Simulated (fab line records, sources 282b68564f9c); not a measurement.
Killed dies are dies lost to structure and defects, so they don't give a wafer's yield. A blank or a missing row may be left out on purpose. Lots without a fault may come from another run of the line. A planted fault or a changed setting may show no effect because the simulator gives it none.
fab line records | flow rit_cmos
record lots=6 wafers=18 last_day=7
route steps=202 shown NRETRO@57 PRETRO@64 M1@202
lots that met no fault: from a run of the same line without faults
start_h: hours from the record's first day to the start of the lot's first wafer shown | wait_h: hours since the lot's step before | " the same as in the row above | L1.1+2: a row that stands for several wafers | - no value, or no start given | * or withheld: withheld | < > ~ a bound
route shown NAME@n: a module of which the file shows steps, and the number in the route of the first | usual: mean/standard deviation of fault-free wafers | same: alike in all rows | chamber/n: place in a boat | sites: the reading at each site | _std_site: their standard deviation | _edge_site: outer sites' mean less inner sites' | radius_mm: how far each site lies from the wafer's centre | mask NAME#n: copy n | behind: the tool/chamber that last shaped the wafer | hold: why the lot was held/for how many hours/how that ended | device: the transistor (n, p or np) that didn't switch | end of line: the same wafers' tests at the end of the route | a step without rows: its recipe alone | killed: dies lost to structure and defects at the first sort, not the wafer's yield | map: a wafer's dies, x killed, . not, _ none there
set.NAME: the setting as run; set.NAME@STEP: as run at that earlier step | model.NAME: the simulator's own value behind a step, which no gauge read
lots at some steps of the route; a table a step, a row a wafer
services: from which hour (start_h, from the record's first day; less than 0 if before it) a tool's chamber was out of use, for how many hours, and why
## steps
# step RIT_NRETRO_PEB_04
# recipe resist=NOVOLAK temp_c=withheld time_s=withheld
# step RIT_NRETRO_DEVELOP_05
# recipe resist=NOVOLAK develop_time_s=68 dev_temp_c=23
# step RIT_NRETRO_OVL_MEAS_06
# usual NRETRO_OVL=1.5/1.2
# columns lot.wafer tool chamber start_h wait_h NRETRO_OVL[nm]
L196.1 overlay-01 - 29.08 - 3.3
L196.3 " - " " 3.5
L196.6 " - " " 1.3
L204.2 overlay-02 - 69.34 - 2.2
L204.4 " - " " 1.0
L204.6 " - " " 1.1
L207.1 overlay-02 - 85.90 - 1.1
L207.2 " - " " 1.8
L207.3 " - " " 1.2
L209.1 overlay-02 - 96.01 - 0.6
L209.4 " - " " 2.1
L209.6 " - " " 0.1
L210.3 overlay-02 - 101.04 - 1.9
L210.4 " - " " 2.4
L210.6 " - " " 2.0
L215.2 overlay-01 - 130.33 - 2.5
L215.4 " - " " 1.8
L215.6 " - " " 1.2
# step RIT_NRETRO_HARDBAKE_07
# recipe resist=NOVOLAK temp_c=140 time_s=120
# step RIT_NRETRO_IMPLANT_08
# recipe species=P energy_kev=70 dose_cm2=1e+13 tilt_deg=7
# step RIT_NRETRO_STRIP_09
# recipe chemistry=O2 time_s=180 resist=NOVOLAK platen_temp_c=withheld power_w=500 pressure_mtorr=4000 o2_flow_sccm=4000
# usual drypump_motor_current_A=5.4/0.4
# columns lot.wafer tool chamber start_h wait_h drypump_motor_current_A rf_hours_counter_h
L196.1 plasma_asher-03 0 29.51 0.1 6.2 25
L196.3 " 0 " " 6.2 -
L196.6 " 1 " " 5.7 -
L204.2 plasma_asher-04 0 69.77 0.1 5.0 43
L204.4 " 0 " " 5.0 -
L204.6 " 1 " " 5.0 -
L207.1 plasma_asher-01 1 86.33 0.1 5.5 43
L207.2 " 0 " " 5.5 43
L207.3 " 1 " " 5.5 -
L209.1 plasma_asher-01 0 96.44 0.1 5.5 44
L209.4 " 0 " " 5.5 -
L209.6 " 1 " " 5.4 -
L210.3 plasma_asher-03 1 101.52 0.1 5.8 -
L210.4 " 0 " " 6.2 -
L210.6 " 0 " " 6.1 -
L215.2 plasma_asher-03 0 130.76 0.1 6.1 35
L215.4 " 0 " " 6.2 -
L215.6 " 0 " " 6.1 -
# step RIT_NRETRO_TW_MEAS_10
# usual NRETRO_TW=1062/9.3
# columns lot.wafer tool chamber start_h wait_h NRETRO_TW
L196.1 film_metro-02 - 29.69 0.1 1048
L196.3 " - " " 1053
L196.6 " - " " 1050
L204.2 film_metro-01 - 69.95 0.1 1076
L204.4 " - " " 1074
L204.6 " - " " 1078
L207.1 film_metro-01 - 86.51 0.1 1066
L207.2 " - " " 1070
L207.3 " - " " 1066
L209.1 film_metro-01 - 96.62 0.1 1076
L209.4 " - " " 1074
L209.6 " - " " 1077
L210.3 film_metro-01 - 101.66 0.1 1067
L210.4 " - " " 1064
L210.6 " - " " 1072
L215.2 film_metro-01 - 130.94 0.1 1068
L215.4 " - " " 1068
L215.6 " - " " 1065
# step RIT_PRETRO_HMDS_00
# recipe prime_time_s=60 prime_temp_c=140
# step RIT_PRETRO_COAT_01
# recipe resist=NOVOLAK spin_rpm=2000 resist_thk_nm=1300
# step RIT_PRETRO_SOFTBAKE_02
# recipe resist=NOVOLAK temp_c=90 time_s=60
# step RIT_PRETRO_EXPOSE_03
# recipe mask_id=M5 na=0.57 target_cd_nm=43700 dose_mj=250
# step RIT_PRETRO_PEB_04
# recipe resist=NOVOLAK temp_c=withheld time_s=withheld
# step RIT_PRETRO_DEVELOP_05
# recipe resist=NOVOLAK develop_time_s=68 dev_temp_c=23
# usual developer_temp_C=22.99/0.1
# columns lot.wafer tool chamber start_h wait_h developer_temp_C
L196.1 litho_track-02 0 30 - 22.98
L196.3 " 0 " " 23.15
L196.6 " 0 " " 22.89
L204.2 litho_track-03 0 70 - 23.00
L204.4 " 0 " " 22.97
L204.6 " 0 " " 23.03
L207.1 litho_track-02 0 87 - 23.99
L207.2 " 0 " " 24.02
L207.3 " 0 " " 23.95
L209.1 litho_track-01 0 97 - 23.11
L209.4 " 0 " " 23.09
L209.6 " 0 " " 23.16
L210.3 litho_track-02 0 102 - 23.86
L210.4 " 0 " " 23.90
L210.6 " 0 " " 23.87
L215.2 litho_track-01 0 131 - 22.86
L215.4 " 0 " " 23.06
L215.6 " 0 " " 22.98
# step RIT_PRETRO_OVL_MEAS_06
# usual PRETRO_OVL=0.1/1.3
# columns lot.wafer tool chamber start_h wait_h PRETRO_OVL[nm]
L196.1 overlay-02 - 30.63 - 0.8
L196.3 " - " " 2.0
L196.6 " - " " 1.0
L204.2 overlay-02 - 71.01 - 0.9
L204.4 " - " " 0.3
L204.6 " - " " -0.4
L207.1 overlay-02 - 87.45 - -2.1
L207.2 " - " " 0.6
L207.3 " - " " -0.8
L209.1 overlay-02 - 97.56 - 2.0
L209.4 " - " " -0.2
L209.6 " - " " 1.0
L210.3 overlay-02 - 102.71 - 0.1
L210.4 " - " " -0.3
L210.6 " - " " 0.3
L215.2 overlay-02 - 131.88 - -2.2
L215.4 " - " " -1.1
L215.6 " - " " -1.9
# step RIT_M1_PROBE_99
# usual killed_at_contacts=0.1/0.31 killed_at_front_end=7.1/2.8 killed_dies=7.2/2.8 killed_open=3.5/2 killed_short=3.7/1.9
# same gross_dies=264 killed_at_M0_to_M3=0 killed_at_M4_up=0 killed_at_back_side=0 killed_at_other=0
# columns lot.wafer tool chamber start_h wait_h killed_at_contacts killed_at_front_end killed_dies killed_open killed_short
L196.1 prober-01 - 56.28 0.1 0 15 15 8 7
L196.3 prober-01 - 56.38 0.2 0 6 6 4 2
L196.6 prober-01 - 56.53 0.2 0 5 5 0 5
L204.2 prober-01 - 100.24 0.1 0 5 5 1 4
L204.4 prober-01 - 100.34 0.2 1 6 7 2 5
L204.6 prober-01 - 100.44 0.2 0 7 7 2 5
L207.1 prober-02 - 114.41 0.1 1 5 6 2 3
L207.2 prober-02 - 114.46 0.1 0 7 7 4 3
L207.3 prober-02 - 114.51 0.2 1 5 6 2 3
L209.1 prober-02 - 128.67 0.1 0 1 1 0 1
L209.4 prober-02 - 128.82 0.2 0 7 7 3 4
L209.6 prober-02 - 128.92 0.2 0 7 7 6 1
L210.3 prober-01 - 135.61 0.2 0 9 9 2 7
L210.4 prober-01 - 135.66 0.2 0 9 9 5 4
L210.6 prober-01 - 135.76 0.2 0 17 17 6 11
L215.2 prober-02 - 163.72 0.1 0 8 8 4 4
L215.4 prober-02 - 163.82 0.2 0 5 5 3 2
L215.6 prober-02 - 163.92 0.2 0 12 12 6 6
# killed by level:class
L196.1 SILICIDE:geometric_particle:open=4 GATE:geometric_particle:short=3 GATE:geometric_particle:open=2 SILICIDE:geometric_particle:short=2 FOX1:geometric_particle:short=1 REOX:geometric_particle:open=1 SPACER:geometric_particle:short=1 SPACER:geometric_particle:open=1
L196.3 FOX1:geometric_particle:short=2 SPACER:geometric_particle:open=2 FOX1:geometric_particle:open=1 GATE:geometric_particle:open=1
L196.6 SPACER:geometric_particle:short=3 FOX2:geometric_particle:short=1 SILICIDE:geometric_particle:short=1
L204.2 FOX1:geometric_particle:short=2 GATE:geometric_particle:short=1 GATE:geometric_particle:open=1 SPACER:geometric_particle:short=1
L204.4 GATE:geometric_particle:short=2 FOX1:geometric_particle:open=1 FOX2:geometric_particle:short=1 SPACER:geometric_particle:open=1 SPACER:geometric_particle:short=1 CONTACT:geometric_particle:short=1
L204.6 GATE:geometric_particle:short=4 FOX1:geometric_particle:open=1 SPACER:geometric_particle:open=1 SILICIDE:geometric_particle:short=1
L207.1 GATE:geometric_particle:short=2 FOX1:geometric_particle:open=1 GATE:geometric_particle:open=1 REOX:geometric_particle:short=1 CONTACT:coat_microbubble_printed=1
L207.2 FOX2:geometric_particle:open=3 GATE:geometric_particle:short=2 GATE:geometric_particle:open=1 REOX:geometric_particle:short=1
L207.3 REOX:geometric_particle:short=3 GATE:geometric_particle:open=1 REOX:geometric_particle:open=1 CONTACT:coat_microbubble_printed=1
L209.1 FOX1:geometric_particle:short=1
L209.4 REOX:geometric_particle:short=2 SILICIDE:geometric_particle:short=2 SILICIDE:geometric_particle:open=2 REOX:geometric_particle:open=1
L209.6 FOX1:geometric_particle:open=2 FOX2:geometric_particle:open=1 GATE:geometric_particle:short=1 GATE:geometric_particle:open=1 REOX:geometric_particle:open=1 SILICIDE:geometric_particle:open=1
L210.3 GATE:geometric_particle:short=3 SPACER:geometric_particle:short=2 FOX1:geometric_particle:short=1 REOX:geometric_particle:open=1 REOX:geometric_particle:short=1 SPACER:geometric_particle:open=1
L210.4 GATE:geometric_particle:open=4 GATE:geometric_particle:short=2 FOX1:geometric_particle:short=1 REOX:geometric_particle:short=1 SILICIDE:geometric_particle:open=1
L210.6 GATE:geometric_particle:short=4 SILICIDE:geometric_particle:short=3 GATE:geometric_particle:open=2 FOX2:geometric_particle:open=2 REOX:geometric_particle:short=2 FOX1:geometric_particle:open=1 FOX1:geometric_particle:short=1 SPACER:geometric_particle:short=1
L215.2 SPACER:geometric_particle:short=3 GATE:geometric_particle:open=2 FOX2:geometric_particle:short=1 REOX:geometric_particle:open=1 SPACER:geometric_particle:open=1
L215.4 FOX1:geometric_particle:short=1 FOX2:geometric_particle:open=1 GATE:geometric_particle:open=1 REOX:geometric_particle:short=1 SPACER:geometric_particle:open=1
L215.6 FOX2:geometric_particle:short=2 GATE:geometric_particle:open=2 GATE:geometric_particle:short=2 REOX:geometric_particle:open=2 SPACER:geometric_particle:short=2 SPACER:geometric_particle:open=2
## services
# columns tool chamber start_h hours kind
plasma_asher-01 - 87.05 0.5 repair
plasma_asher-01 - 108.75 9.0 pm
plasma_asher-01 0 108.75 9.0 vent_cycle
plasma_asher-01 1 108.75 9.0 vent_cycle
plasma_asher-01 0 117.75 - clean
plasma_asher-01 1 117.75 - clean
## key
first_sign step=RIT_PRETRO_DEVELOP_05 reading=developer_temp_C direction=up sigmas=9.1 usual=* struck=*
effect none on later readings
met_at RIT_PRETRO_DEVELOP_05
struck_wafers L207.1,L207.2,L207.3,L210.3,L210.4,L210.6
tester_left_out L207,L210
onset_between 30 87
fault kind=process_parameter_drift tool=litho_track-02 chamber=- onset_h=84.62 steps=RIT_PRETRO_DEVELOP_05 channel=dev_temp_c offset=* shape=step end_h=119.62 acts_in=* stated=*
# tester_left_out: of these lots the tester's yield and bins aren't shown, on N5 and GAA mostly nor the transistor test; their killed dies are dies lost to structure and defects alone, not to doping, threshold or leakage, so they don't give the yield
